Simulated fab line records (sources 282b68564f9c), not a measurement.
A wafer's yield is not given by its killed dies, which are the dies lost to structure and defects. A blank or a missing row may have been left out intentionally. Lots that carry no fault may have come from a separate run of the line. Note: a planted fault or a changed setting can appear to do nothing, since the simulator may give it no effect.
fab line records	flow ritCmos
[record] lots = 13	wafers = 39	lastDay = 7
route steps=202 shown GATE@96 PSD@151 CONTACT@181 M1@202
lots that met no fault: taken from a fault-free run of the same line
startH: the number of hours between the record's first day and the start of the first shown wafer of the lot	waitH: time in hours since the lot's previous step	" identical to the entry in the row above	L1.1+2: one row covering several wafers at once	- no value present, or no start provided	* or withheld: withheld	< > ~ a bound
route shown NAME@n: NAME is a module with steps in the file, n the number in the route of the first one	usual: average and standard deviation across the fault-free wafers	same: alike in all rows	chamber/n: place in a boat	sites: the reading at each site	_std_site: standard deviation of those values	_edge_site: outer sites' mean less inner sites'	radiusMm: how far each site lies from the wafer's centre	mask NAME#n: copy n	behind: tool/chamber where the wafer was last shaped	hold: why the lot was held/for how many hours/how that ended	device: transistor that didn't switch, given as n, p or np	end of line: tests of these same wafers at the route's end	step lacking rows: just its recipe	killed: the dies lost at the first sort to structure and to defects; this is not the yield of the wafer	map: a wafer's dies, x killed, . not, _ none there
set.NAME: the setting that was run; set.NAME@STEP: the one run at that earlier step	model.NAME: the simulator's own value behind a step, which no gauge read
route steps across a sampled set of lots; one table per step, one row per wafer
services: from which hour (startH, from the record's first day; less than 0 if before it) a tool's chamber was out of use, for how many hours, and why
[[steps]]
[step RIT_GATE_STRIP_20]
[recipe] chemistry = O2	timeS = 180	resist = NOVOLAK	platenTempC = withheld	powerW = 500	pressureMtorr = 4000	o2FlowSccm = 4000
[usual] drypumpMotorCurrentA = 5.6/0.39
lot.wafer	tool	chamber	startH	waitH	drypumpMotorCurrentA	rfHoursCounterH
L435.3	plasmaAsher-04	0	42.45	0.1	5.1	-
L435.4	"	1	"	"	6.0	-
L435.5	"	0	"	"	5.1	-
L436.2	plasmaAsher-04	1	44.20	0.1	6.0	38
L436.4	"	0	"	"	5.1	-
L436.6	"	1	"	"	6.0	-
L437.1	plasmaAsher-01	1	49.24	0.1	6.0	41
L437.3	"	0	"	"	5.0	-
L437.6	"	1	"	"	6.0	-
L438.2	plasmaAsher-01	1	55.93	0.1	6.0	42
L438.3	"	1	"	"	6.0	-
L438.5	"	0	"	"	5.0	-
L439.3	plasmaAsher-04	1	57.61	0.1	6.0	-
L439.4	"	0	"	"	5.1	-
L439.6	"	0	"	"	5.1	-
L440.1	plasmaAsher-04	0	63.40	0.1	5.1	40
L440.5	"	1	"	"	6.0	-
L440.6	"	0	"	"	5.1	-
L441.2	plasmaAsher-04	0	68.78	0.1	5.1	40
L441.3	"	0	"	"	5.1	-
L441.4	"	1	"	"	6.0	-
L444.2	plasmaAsher-04	0	82.85	0.1	5.1	42
L444.4	"	0	"	"	5.1	-
L444.6	"	0	"	"	5.1	-
L446.1	plasmaAsher-03	1	94.15	0.1	5.7	48
L446.4	"	0	"	"	5.8	-
L446.6	"	1	"	"	5.7	-
L450.1	plasmaAsher-03	1	113.45	0.1	5.7	50
L450.3	"	0	"	"	5.7	-
L450.5	"	0	"	"	5.7	-
L454.2	plasmaAsher-01	0	132.29	0.1	5.0	52
L454.4	"	1	"	"	6.0	-
L454.6	"	1	"	"	6.0	-
L456.1	plasmaAsher-03	1	143.10	0.1	5.7	55
L456.3	"	1	"	"	5.7	-
L456.4	"	0	"	"	5.8	-
L458.1	plasmaAsher-04	1	152.85	0.1	6.0	5
L458.2	"	0	"	"	5.1	5
L458.3	"	0	"	"	5.1	-
[step RIT_PSD_STRIP_09]
[recipe] chemistry = O2	timeS = 180	resist = NOVOLAK	platenTempC = withheld	powerW = 500	pressureMtorr = 4000	o2FlowSccm = 4000
[usual] drypumpMotorCurrentA = 5.6/0.33
lot.wafer	tool	chamber	startH	waitH	drypumpMotorCurrentA	rfHoursCounterH
L435.3	plasmaAsher-01	1	54.04	0.1	6.0	-
L435.4	"	0	"	"	5.0	-
L435.5	"	0	"	"	5.0	-
L436.2	plasmaAsher-03	0	57.22	0.1	5.7	44
L436.4	"	0	"	"	5.8	-
L436.6	"	1	"	"	5.7	-
L437.1	plasmaAsher-01	0	60.93	0.1	5.0	42
L437.3	"	0	"	"	5.0	-
L437.6	"	0	"	"	5.0	-
L438.2	plasmaAsher-01	0	67.39	0.1	5.0	43
L438.3	"	0	"	"	5.0	-
L438.5	"	1	"	"	6.0	-
L439.3	plasmaAsher-03	1	69.34	0.1	5.7	-
L439.4	"	0	"	"	5.8	-
L439.6	"	0	"	"	5.8	-
L440.1	plasmaAsher-03	0	75.98	0.1	5.8	46
L440.5	"	1	"	"	5.7	-
L440.6	"	0	"	"	5.8	-
L441.2	plasmaAsher-04	1	81.34	0.1	6.0	42
L441.3	"	1	"	"	6.0	-
L441.4	"	0	"	"	5.1	-
L444.2	plasmaAsher-03	0	94.92	0.1	5.8	48
L444.4	"	1	"	"	5.7	-
L444.6	"	1	"	"	5.7	-
L446.1	plasmaAsher-01	0	106.71	0.1	5.0	48
L446.4	"	0	"	"	5.0	-
L446.6	"	0	"	"	5.0	-
L450.1	plasmaAsher-01	0	126.61	0.1	5.0	51
L450.3	"	0	"	"	5.0	-
L450.5	"	0	"	"	5.0	-
L454.2	plasmaAsher-04	1	144.23	0.1	6.0	4
L454.4	"	0	"	"	5.1	-
L454.6	"	1	"	"	6.0	-
L456.1	plasmaAsher-03	1	154.48	0.1	5.7	57
L456.3	"	1	"	"	5.7	-
L456.4	"	0	"	"	5.8	-
L458.1	plasmaAsher-03	1	164.28	0.1	5.7	58
L458.2	"	0	"	"	5.7	58
L458.3	"	0	"	"	5.7	-
[step RIT_CONTACT_CD_MEAS_90]
[recipe] targetCdNm = 1000
[usual] cdNm = 999.2/2.5
lot.wafer	tool	chamber	startH	waitH	cdNm
L435.3	cdSem-01	-	57.67	0.1	995.4
L435.4	"	-	"	"	995.3
L435.5	"	-	"	"	994.4
L436.2	cdSem-01	-	60.71	0.1	1001.9
L436.4	"	-	"	"	1000.9
L436.6	"	-	"	"	1000.3
L437.1	cdSem-01	-	64.37	0.1	995.8
L437.3	"	-	"	"	995.2
L437.6	"	-	"	"	993.8
L438.2	cdSem-02	-	70.98	0.1	999.8
L438.3	"	-	"	"	1001.0
L438.5	"	-	"	"	997.6
L439.3	cdSem-02	-	72.89	0.1	999.5
L439.4	"	-	"	"	1000.0
L439.6	"	-	"	"	1002.4
L440.1	cdSem-02	-	79.47	0.1	996.0
L440.5	"	-	"	"	996.7
L440.6	"	-	"	"	997.1
L441.2	cdSem-01	-	84.77	0.1	999.9
L441.3	"	-	"	"	1001.6
L441.4	"	-	"	"	1001.0
L444.2	cdSem-02	-	98.35	0.1	997.3
L444.4	"	-	"	"	998.8
L444.6	"	-	"	"	999.5
L446.1	cdSem-01	-	110.22	0.1	998.6
L446.4	"	-	"	"	1000.1
L446.6	"	-	"	"	999.9
L450.1	cdSem-01	-	130.08	0.1	1000.1
L450.3	"	-	"	"	1001.7
L450.5	"	-	"	"	1003.0
L454.2	cdSem-01	-	147.95	0.1	1001.7
L454.4	"	-	"	"	1002.8
L454.6	"	-	"	"	1002.7
L456.1	cdSem-02	-	157.89	0.1	1002.6
L456.3	"	-	"	"	1001.1
L456.4	"	-	"	"	1003.3
L458.1	cdSem-02	-	167.95	0.1	999.7
L458.2	"	-	"	"	999.5
L458.3	"	-	"	"	1000.2
[step RIT_CONTACT_CLEAN_14]
[recipe] chemistry = SC2	mix = 3:3:50	timeS = 600	tempC = 75	dry = n2Spin
[usual] tempC = 74.99/0.14
lot.wafer	tool	chamber	startH	waitH	tempC
L435.3	wetBench-04	2	57.92	0.0	75.09
L435.4	"	2	"	"	74.87
L435.5	"	2	"	"	75.05
L436.2	wetBench-01	3	60.99	0.0	74.76
L436.4	"	3	"	"	74.96
L436.6	"	3	"	"	74.91
L437.1	wetBench-02	0	64.68	0.0	75.07
L437.3	"	0	"	"	75.01
L437.6	"	0	"	"	74.91
L438.2	wetBench-02	0	71.26	0.0	75.02
L438.3	"	0	"	"	74.97
L438.5	"	0	"	"	74.85
L439.3	wetBench-02	3	73.14	0.0	75.12
L439.4	"	3	"	"	74.86
L439.6	"	3	"	"	75.01
L440.1	wetBench-04	0	79.77	0.0	74.92
L440.5	"	0	"	"	74.91
L440.6	"	0	"	"	74.87
L441.2	wetBench-02	1	85.05	0.0	75.11
L441.3	"	1	"	"	75.13
L441.4	"	1	"	"	75.29
L444.2	wetBench-02	1	98.62	0.0	75.12
L444.4	"	1	"	"	74.94
L444.6	"	1	"	"	75.09
L446.1	wetBench-02	2	110.52	0.0	74.79
L446.4	"	2	"	"	74.98
L446.6	"	2	"	"	74.83
L450.1	wetBench-02	3	130.38	0.0	74.90
L450.3	"	3	"	"	75.06
L450.5	"	3	"	"	75.05
L454.2	wetBench-01	1	148.24	0.0	74.93
L454.4	"	1	"	"	75.29
L454.6	"	1	"	"	75.11
L456.1	wetBench-04	3	158.19	0.0	74.79
L456.3	"	3	"	"	74.93
L456.4	"	3	"	"	74.88
L458.1	wetBench-01	2	168.24	0.0	74.89
L458.2	"	2	"	"	75.22
L458.3	"	2	"	"	74.90
[step RIT_M1_PROBE_99]
[usual] killed_at_M0_to_M3 = 0.0/0.14	killedAtContacts = 0.1/0.26	killedAtFrontEnd = 7/3.2	killedDies = 7/3.2	killedOpen = 3.2/2.1	killedShort = 3.7/2.1
[same] grossDies = 264	killed_at_M4_up = 0	killedAtBackSide = 0	killedAtOther = 0
lot.wafer	tool	chamber	startH	waitH	killed_at_M0_to_M3	killedAtContacts	killedAtFrontEnd	killedDies	killedOpen	killedShort
L438.2	prober-01	-	75.95	0.1	0	0	6	6	3	3
L438.3	prober-01	-	76.00	0.2	0	0	7	7	4	3
L438.5	prober-01	-	76.10	0.2	0	0	11	11	3	8
L439.3	prober-02	-	77.79	0.2	0	2	15	17	11	6
L439.4	prober-02	-	77.84	0.2	0	0	8	8	4	4
L439.6	prober-02	-	77.94	0.2	0	0	6	6	3	3
L444.2	prober-01	-	103.36	0.1	0	0	4	4	1	3
L444.4	prober-01	-	103.46	0.2	0	0	11	11	4	7
L444.6	prober-01	-	103.56	0.2	0	0	12	12	9	3
L446.1	prober-01	-	115.58	0.1	0	0	5	5	2	3
L446.6	prober-01	-	115.83	0.2	0	0	3	3	1	2
L450.1	prober-01	-	134.94	0.1	0	39	5	44	2	3
L450.3	prober-01	-	135.04	0.2	0	39	7	46	5	2
L450.5	prober-01	-	135.14	0.2	1	35	5	41	2	4
// killed by level:class
L438.2 GATE:geometricParticle:open=3 GATE:geometricParticle:short=2 SPACER:geometricParticle:short=1
L438.3 GATE:geometricParticle:short=2 REOX:geometricParticle:open=2 FOX2:geometricParticle:open=1 GATE:geometricParticle:open=1 REOX:geometricParticle:short=1
L438.5 GATE:geometricParticle:short=3 SPACER:geometricParticle:short=3 GATE:geometricParticle:open=2 FOX2:geometricParticle:short=1 REOX:geometricParticle:short=1 REOX:geometricParticle:open=1
L439.3 SPACER:geometricParticle:open=6 FOX1:geometricParticle:short=2 REOX:geometricParticle:short=2 CONTACT:geometricParticle:open=2 FOX1:geometricParticle:open=1 GATE:geometricParticle:open=1 GATE:geometricParticle:short=1 SPACER:geometricParticle:short=1
L439.4 GATE:geometricParticle:open=3 SILICIDE:geometricParticle:short=2 FOX2:geometricParticle:open=1 GATE:geometricParticle:short=1 SPACER:geometricParticle:short=1
L439.6 GATE:geometricParticle:short=1 GATE:geometricParticle:open=1 REOX:geometricParticle:open=1 REOX:geometricParticle:short=1 SPACER:geometricParticle:open=1 SILICIDE:geometricParticle:short=1
L444.2 FOX1:geometricParticle:short=1 GATE:geometricParticle:short=1 REOX:geometricParticle:open=1 SPACER:geometricParticle:short=1
L444.4 GATE:geometricParticle:short=3 SPACER:geometricParticle:open=3 FOX1:geometricParticle:open=1 FOX1:geometricParticle:short=1 FOX2:geometricParticle:short=1 REOX:geometricParticle:short=1 SPACER:geometricParticle:short=1
L444.6 GATE:geometricParticle:open=4 FOX1:geometricParticle:open=3 GATE:geometricParticle:short=2 FOX1:geometricParticle:short=1 SPACER:geometricParticle:open=1 SILICIDE:geometricParticle:open=1
L446.1 REOX:geometricParticle:short=2 FOX1:geometricParticle:open=1 FOX2:geometricParticle:short=1 REOX:geometricParticle:open=1
L446.6 GATE:geometricParticle:short=1 GATE:geometricParticle:open=1 SPACER:geometricParticle:short=1
L450.1 CONTACT:unspecified=39 GATE:geometricParticle:short=1 GATE:geometricParticle:open=1 REOX:geometricParticle:short=1 SPACER:geometricParticle:open=1 SPACER:geometricParticle:short=1
L450.3 CONTACT:unspecified=39 FOX1:geometricParticle:open=3 FOX1:geometricParticle:short=2 GATE:geometricParticle:open=2
L450.5 CONTACT:unspecified=35 FOX1:geometricParticle:short=1 GATE:geometricParticle:short=1 GATE:geometricParticle:open=1 REOX:geometricParticle:open=1 SPACER:geometricParticle:short=1 M1:geometricParticle:short=1
[[services]]
tool	chamber	startH	hours	kind
wetBench-04	-	93.48	7.8	repair
plasmaAsher-04	-	108.92	9.0	pm
plasmaAsher-04	0	108.92	9.0	ventCycle
plasmaAsher-04	1	108.92	9.0	ventCycle
plasmaAsher-04	0	117.92	-	clean
plasmaAsher-04	1	117.92	-	clean
wetBench-04	-	144.35	2.3	repair
[[key]]
[firstSign] step = RIT_M1_PROBE_99	reading = killedAtContacts	direction = up	sigmas = 38	usual = 0.1	struck = 37.7
[effect] step = RIT_M1_PROBE_99	reading = killedDies	direction = up	sigmas = 11	usual = 7	struck = 44
metAt RIT_CONTACT_CLEAN_14
struckLots L450
struckWafers L450.1,L450.3,L450.5
testerLeftOut L450
notActingAt RIT_GATE_STRIP_20,RIT_PSD_STRIP_09,RIT_CONTACT_CD_MEAS_90
onsetBetween 73.14 130.38
[fault] kind = chamberParticleSource	tool = wetBench-02	chamber = 3	onsetH = 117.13	steps = RIT_CONTACT_CLEAN_14	ratePerVisitCm2 = 1.3825	endH = 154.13
// testerLeftOut: of these lots the tester's yield and bins aren't shown, on N5 and GAA mostly nor the transistor test; their killed dies are dies lost to structure and defects alone, not to doping, threshold or leakage, so they don't give the yield
